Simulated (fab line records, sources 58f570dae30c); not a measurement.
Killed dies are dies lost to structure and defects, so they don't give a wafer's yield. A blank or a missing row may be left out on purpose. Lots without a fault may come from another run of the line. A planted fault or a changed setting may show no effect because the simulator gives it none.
Which tool did it? | flow berkeley_cmos170 | 15 lots, 45 wafers sampled, at 4 steps of a route of 331

WHAT THE GAUGES READ, wafer by wafer
UCB170_PLDD_CD_MEAS_06: target cd 1200 nm. Usual: cd_nm 1200.0 nm, standard deviation 1.7.
lot  | measured     | on        | cd_nm (nm)           | flag
L790 | day 5 18:35  | cd_sem-02 | 1201.1 1199.3 1200.1 |
L791 | day 6 04:53  | cd_sem-01 | 1201.1 1201.0 1201.0 |
L792 | day 6 19:17  | cd_sem-01 | 1199.6 1199.0 1199.5 |
L794 | day 6 19:29  | cd_sem-02 | 1201.2 1201.3 1201.3 |
L795 | day 7 03:20  | cd_sem-02 | 1201.3 1200.4 1201.2 |
L802 | day 9 03:46  | cd_sem-01 | 1201.6 1200.8 1201.7 |
L803 | day 9 15:29  | cd_sem-01 | 1199.0 1199.3 1199.6 |
L804 | day 9 15:35  | cd_sem-02 | 1202.9 1202.6 1201.4 |
L805 | day 9 19:36  | cd_sem-01 | 1201.0 1201.4 1201.2 |
L807 | day 9 19:50  | cd_sem-02 | 1199.3 1198.4 1197.7 |
L810 | day 10 21:44 | cd_sem-02 | 1198.7 1198.1 1198.2 |
L811 | day 10 22:05 | cd_sem-02 | 1202.7 1201.8 1202.1 |
L809 | day 10 22:23 | cd_sem-02 | 1199.7 1198.5 1199.3 |
L812 | day 10 22:37 | cd_sem-02 | 1201.7 1200.5 1201.4 |
L813 | day 11 14:53 | cd_sem-01 | 1198.6 1198.8 1197.7 |

UCB170_M2_OVL_MEAS_16. Usual: M2_OVL -2 nm, standard deviation 4.5.
lot  | measured     | on         | M2_OVL (nm) | flag
L790 | day 6 23:10  | overlay-02 | -3 -5 -10   |
L791 | day 7 11:43  | overlay-01 | -3 -3 -5    |
L792 | day 8 02:25  | overlay-01 | -10 -10 0   |
L794 | day 8 02:10  | overlay-02 | -3 -4 -3    |
L795 | day 8 11:32  | overlay-02 | 1 4 -2      |
L805 | day 11 07:28 | overlay-02 | -5 0 -3     |
L807 | day 11 06:28 | overlay-01 | -6 -11 -10  |
L810 | day 12 05:58 | overlay-01 | -1 2 2      |
L811 | day 12 06:38 | overlay-01 | -4 6 6      |
L809 | day 12 05:55 | overlay-02 | -2 -9 0     |
L812 | day 12 05:38 | overlay-02 | -4 -2 -4    |
L813 | day 13 05:52 | overlay-02 | -3 -7 -4    |

WHICH TOOL RAN EACH LOT (tool, then ch and the chambers of the sampled wafers, then the start)
lot  | UCB170_CONTACT_RTA_08            | UCB170_M1_STRIP_13
L790 | rtp_anneal-02 ch 0, day 6 09:47  | plasma_asher-02 ch 1, day 6 12:55
L791 | rtp_anneal-01 ch 0, day 6 22:31  | plasma_asher-02 ch 0,1, day 7 01:50
L792 | rtp_anneal-02 ch 0, day 7 11:02  | plasma_asher-02 ch 0,1, day 7 17:38
L794 | rtp_anneal-01 ch 0, day 7 11:02  | plasma_asher-02 ch 0,1, day 7 14:31
L795 | rtp_anneal-02 ch 0, day 7 21:04  | plasma_asher-03 ch 0,1, day 8 01:25
L802 | rtp_anneal-02 ch 0, day 10 08:46 | plasma_asher-03 ch 0,1, day 10 12:10
L803 | rtp_anneal-02 ch 0, day 10 14:44 | plasma_asher-02 ch 0,1, day 10 19:11
L804 | rtp_anneal-01 ch 0, day 10 14:08 | plasma_asher-02 ch 0,1, day 10 18:50
L805 | rtp_anneal-01 ch 0, day 10 15:07 | plasma_asher-02 ch 0,1, day 10 19:47
L807 | rtp_anneal-01 ch 0, day 10 14:32 | plasma_asher-03 ch 0,1, day 10 19:04
L810 | rtp_anneal-01 ch 0, day 11 13:49 | plasma_asher-02 ch 0,1, day 11 18:28
L811 | rtp_anneal-02 ch 0, day 11 15:55 | plasma_asher-02 ch 0,1, day 11 20:25
L809 | rtp_anneal-02 ch 0, day 11 16:22 | plasma_asher-02 ch 0,1, day 11 21:11
L812 | rtp_anneal-01 ch 0, day 11 16:05 | plasma_asher-03 ch 0,1, day 11 20:50
L813 | rtp_anneal-01 ch 0, day 12 09:22 | plasma_asher-03 ch 0,1, day 12 13:16
- UCB170_CONTACT_RTA_08: time 10 s.
- UCB170_M1_STRIP_13: strips in O2.

WHAT THE TOOLS THEMSELVES READ (means of the sampled wafers that have a number; where no wafer has one, the mark that the record gives instead)
UCB170_CONTACT_RTA_08. Usual: lamp_power_pct 24.51 %, standard deviation 0.069; wafer_temp_C_max 904.3, standard deviation 0.83.
lot  | tool          | lamp_power_pct (%) | wafer_temp_C_max | flag
L790 | rtp_anneal-02 | 24.57              | 904.4            |
L791 | rtp_anneal-01 | 24.44              | 904.2            |
L792 | rtp_anneal-02 | 24.54              | 904.6            |
L794 | rtp_anneal-01 | 24.43              | 903.8            |
L795 | rtp_anneal-02 | 24.55              | 904.6            |
L802 | rtp_anneal-02 | 24.58              | 903.6            |
L803 | rtp_anneal-02 | 24.55              | 904.9            |
L804 | rtp_anneal-01 | 24.44              | 904.6            |
L805 | rtp_anneal-01 | 24.44              | 904.0            |
L807 | rtp_anneal-01 | 24.44              | 903.9            |
L810 | rtp_anneal-01 | 24.43              | 904.8            |
L811 | rtp_anneal-02 | 24.58              | 904.0            |
L809 | rtp_anneal-02 | 24.57              | 904.6            |
L812 | rtp_anneal-01 | 24.44              | 904.9            |
L813 | rtp_anneal-01 | 24.41              | 904.9            |

UCB170_M1_STRIP_13. Usual: chamber_pressure_mTorr 3500 mTorr, standard deviation 3.3; drypump_motor_current_A 5.7 A, standard deviation 0.47; oes_product_au 0.720 a.u., standard deviation 0.0045.
lot  | tool            | chamber_pressure_mTorr (mTorr) | drypump_motor_current_A (A) | oes_product_au (a.u.) | flag
L790 | plasma_asher-02 | 3500                           | 5.4                         | 0.721                 |
L791 | plasma_asher-02 | 3502                           | 5.3                         | 0.720                 |
L792 | plasma_asher-02 | 3495                           | 5.3                         | 0.723                 |
L794 | plasma_asher-02 | 3502                           | 5.4                         | 0.715                 |
L795 | plasma_asher-03 | 3500                           | 6.1                         | 0.721                 |
L802 | plasma_asher-03 | -                              | -                           | -                     | OFF
L803 | plasma_asher-02 | -                              | -                           | -                     | OFF
L804 | plasma_asher-02 | -                              | -                           | -                     | OFF
L805 | plasma_asher-02 | 3496                           | 5.3                         | 0.720                 |
L807 | plasma_asher-03 | 3499                           | 6.1                         | 0.721                 |
L810 | plasma_asher-02 | 3501                           | 5.3                         | 0.723                 |
L811 | plasma_asher-02 | 3500                           | 5.3                         | 0.716                 |
L809 | plasma_asher-02 | 3499                           | 5.3                         | 0.719                 |
L812 | plasma_asher-03 | 3498                           | 6.1                         | 0.721                 |
L813 | plasma_asher-03 | 3500                           | 6.0                         | 0.718                 |

THE ANSWER, worked out from the rows above alone
Rule: a lot is off if the mean of its wafers that have a number lies more than 3 standard deviations from the usual mean. A lot without any number at a reading at which 4 lots or more have one is off too. The other lots that the step has rows for count as sound. The gauges are gone through in route order, then the tools' own readings, and for those a lot's mean is taken as printed above. The first step at which some lot is off is used, and at that step the reading that is off furthest; a lot without a number counts as furthest.
Off: L802, L803, L804, at UCB170_M1_STRIP_13 (chamber_pressure_mTorr). Without a number there: L802, L803, L804.
A tool fits if, at that step or a process step before it, it ran every lot that is off, and no sound lot after the first of them. None of those tried fits.

WHAT THE SIMULATOR HAD PUT IN
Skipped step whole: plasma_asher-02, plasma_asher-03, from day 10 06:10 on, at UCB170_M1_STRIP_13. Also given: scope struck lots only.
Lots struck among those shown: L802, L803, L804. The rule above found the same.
